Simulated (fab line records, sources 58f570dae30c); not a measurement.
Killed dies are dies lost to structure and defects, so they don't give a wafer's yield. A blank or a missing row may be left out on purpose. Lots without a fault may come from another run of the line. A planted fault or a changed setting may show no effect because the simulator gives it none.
Which tool did it? | flow berkeley_cmos170 | 14 lots, 40 wafers sampled, at 3 steps of a route of 331

WHAT THE GAUGES READ, wafer by wafer
UCB170_M1_RS_MEAS_01: measures by four-point-probe. Usual: M1_AL_RS 0.0486 ohm/sq, standard deviation 0.00058.
lot  | measured     | on            | M1_AL_RS (ohm/sq)                         | flag
L372 | day 9 04:10  | film_metro-01 | 0.0494 0.0486 0.0493                      |
L373 | day 9 04:32  | film_metro-03 | 0.0483 0.0480 0.0477                      |
L374 | day 9 22:29  | film_metro-03 | 0.0493 0.0484 0.0489                      |
L376 | day 10 14:10 | film_metro-04 | 0.0486 0.0490 0.0487                      |
L375 | day 10 17:01 | film_metro-03 | 0.0484 0.0482 0.0482                      |
L378 | day 10 17:36 | film_metro-01 | 0.0493 0.0492 0.0490                      |
L381 | day 11 01:59 | film_metro-03 | 0.0485 0.0487 0.0480                      |
L384 | day 11 16:55 | film_metro-03 | 0.0477 0.0482 0.0486                      |
L383 | day 11 17:25 | film_metro-04 | 0.0488 0.0491 0.0487                      |
L387 | day 12 02:01 | film_metro-04 | 0.0645 0.0485 0.0644 0.0645 0.0485 0.0645 | OFF
L388 | day 12 12:33 | film_metro-04 | 0.0650 0.0652                             | OFF
L390 | day 12 22:46 | film_metro-01 | 0.0470 0.0474 0.0476                      |
L391 | day 12 23:00 | film_metro-04 | 0.0488 0.0499 0.0485                      |
L393 | day 13 18:34 | film_metro-01 | 0.0496 0.0488 0.0485                      |

UCB170_M1_THK_MEAS_02: measures by xrf. Usual: M1_AL_THK 591 nm, standard deviation 9.6.
lot  | measured     | on            | M1_AL_THK (nm)          | flag
L372 | day 9 04:17  | film_metro-01 | 577 587 582             |
L373 | day 9 04:38  | film_metro-03 | 599 600 605             |
L374 | day 9 22:35  | film_metro-03 | 583 595 588             |
L376 | day 10 14:17 | film_metro-04 | 588 585 587             |
L375 | day 10 17:08 | film_metro-03 | 600 602 600             |
L378 | day 10 17:42 | film_metro-01 | 580 581 582             |
L381 | day 11 02:06 | film_metro-03 | 600 596 603             |
L384 | day 11 17:01 | film_metro-03 | 610 603 600             |
L383 | day 11 17:32 | film_metro-04 | 584 582 583             |
L387 | day 12 07:26 | film_metro-04 | 443 585 447 445 586 443 | OFF
L388 | day 12 14:46 | film_metro-04 | 439 437                 | OFF
L390 | day 12 22:53 | film_metro-01 | 599 601 600             |
L391 | day 12 23:07 | film_metro-04 | 584 573 588             |
L393 | day 13 18:41 | film_metro-01 | 573 581 588             |

WHICH TOOL RAN EACH LOT (tool, then ch and the chambers of the sampled wafers, then the start)
lot  | UCB170_M1_SPUTTER_00
L372 | pvd_sputter-02, day 9 04:05
L373 | pvd_sputter-04, day 9 04:27
L374 | pvd_sputter-03, day 9 22:24
L376 | pvd_sputter-04, day 10 14:05
L375 | pvd_sputter-03, day 10 16:57
L378 | pvd_sputter-04, day 10 17:30
L381 | pvd_sputter-03, day 11 01:55
L384 | pvd_sputter-02, day 11 16:49
L383 | pvd_sputter-03, day 11 17:22
L387 | pvd_sputter-04, day 12 01:56
L388 | pvd_sputter-04, day 12 12:25
L390 | pvd_sputter-02, day 12 22:42
L391 | pvd_sputter-03, day 12 22:56
L393 | pvd_sputter-03, day 13 18:30
- UCB170_M1_SPUTTER_00: material Al, target thk 600 nm, time 80 s.

WHAT THE TOOLS THEMSELVES READ (means of the sampled wafers that have a number; where no wafer has one, the mark that the record gives instead)
UCB170_M1_SPUTTER_00. Usual: throttle_valve_pct 30.6 %, standard deviation 1.1.
lot  | tool           | throttle_valve_pct (%) | flag
L372 | pvd_sputter-02 | 31.8                   |
L373 | pvd_sputter-04 | 30.8                   |
L374 | pvd_sputter-03 | 29.9                   |
L376 | pvd_sputter-04 | 30.9                   |
L375 | pvd_sputter-03 | 30.2                   |
L378 | pvd_sputter-04 | 31.1                   |
L381 | pvd_sputter-03 | 30.7                   |
L384 | pvd_sputter-02 | 30.9                   |
L383 | pvd_sputter-03 | 29.9                   |
L387 | pvd_sputter-04 | 31.4                   |
L388 | pvd_sputter-04 | 31.3                   |
L390 | pvd_sputter-02 | 31.1                   |
L391 | pvd_sputter-03 | 29.7                   |
L393 | pvd_sputter-03 | 30.7                   |

THE ANSWER, worked out from the rows above alone
Rule: a lot is off if the mean of its wafers that have a number lies more than 3 standard deviations from the usual mean. A lot without any number at a reading at which 4 lots or more have one is off too. The other lots that the step has rows for count as sound. The gauges are gone through in route order, then the tools' own readings, and for those a lot's mean is taken as printed above. The first step at which some lot is off is used, and at that step the reading that is off furthest; a lot without a number counts as furthest.
Off: L387, L388, at UCB170_M1_RS_MEAS_01 (M1_AL_RS).
A tool fits if, at a process step before that reading, it ran every lot that is off, and no sound lot after the first of them. The gauges at UCB170_M1_RS_MEAS_01 are tried like those tools. One fits: pvd_sputter-04 at UCB170_M1_SPUTTER_00. Its last sound lot is L378 (day 10 17:30), its first lot that is off L387 (day 12 01:56): a fault that began between those two fits.

WHAT THE SIMULATOR HAD PUT IN
Process parameter drift: pvd_sputter-04, from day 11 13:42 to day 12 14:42, at UCB170_M1_SPUTTER_00. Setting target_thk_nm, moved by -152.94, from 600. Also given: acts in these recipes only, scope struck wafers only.
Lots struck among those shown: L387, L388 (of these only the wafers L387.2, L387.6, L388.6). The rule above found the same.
